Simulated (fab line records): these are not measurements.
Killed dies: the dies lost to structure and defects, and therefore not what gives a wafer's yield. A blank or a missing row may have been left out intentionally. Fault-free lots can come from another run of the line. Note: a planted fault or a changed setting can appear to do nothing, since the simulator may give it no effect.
The tool behind it: which one? :: flow berkeley-cmos170 :: 18 wafers from 6 lots sampled at 2 of the route's 331 steps

WHAT THE GAUGES SHOWED, per wafer
UCB170_V2_OVL_MEAS_13.
lot: L743
measured: day 7 23:21
on: overlay-01
V2_OVL (nm): 3 6 -7

lot: L746
measured: day 8 09:10
on: overlay-02
V2_OVL (nm): -11 -1 -3

lot: L744
measured: day 8 09:29
on: overlay-02
V2_OVL (nm): 0 -1 -2

lot: L758
measured: day 11 00:09
on: overlay-01
V2_OVL (nm): -3 -2 -3

lot: L762
measured: day 12 00:41
on: overlay-02
V2_OVL (nm): 0 0 -1

lot: L765
measured: day 12 09:38
on: overlay-02
V2_OVL (nm): -3 6 -5

WHAT TOOL EACH LOT RAN ON (gives the tool, then ch and the chambers of the sampled wafers, and finally the start)
lot: L743
UCB170_V1_CMP_02: cmp-01 ch 0,1,3, day 7 16:09

lot: L746
UCB170_V1_CMP_02: cmp-01 ch 0,1, day 8 01:14

lot: L744
UCB170_V1_CMP_02: cmp-01 ch 0,1,3, day 8 01:47

lot: L758
UCB170_V1_CMP_02: cmp-02 ch 2,3, day 10 16:14

lot: L762
UCB170_V1_CMP_02: cmp-01 ch 2,3, day 11 18:07

lot: L765
UCB170_V1_CMP_02: cmp-01 ch 0,1,3, day 12 01:13
- UCB170_V1_CMP_02: polishes SiO2.

THE ANSWER, worked out from the rows above alone
Rule: what is usual is taken from the lots themselves. Put in order of their means at a reading, lots are off if they are a third of the lots or fewer, leave a main group of 4 or more, and stand apart from it by a gap of 3 or more times the standard deviation of the main group's means; of several such gaps the widest counts. The tables above print the reading to a certain number of digits; a main group whose means all agree to those digits is not used. Also off: a lot with no number at a reading for which 4 or more lots have one. Any other lot the step has rows for is counted as sound.
None of the lots is off at any reading shown; this tells nothing.

WHAT THE SIMULATOR HAD PUT IN
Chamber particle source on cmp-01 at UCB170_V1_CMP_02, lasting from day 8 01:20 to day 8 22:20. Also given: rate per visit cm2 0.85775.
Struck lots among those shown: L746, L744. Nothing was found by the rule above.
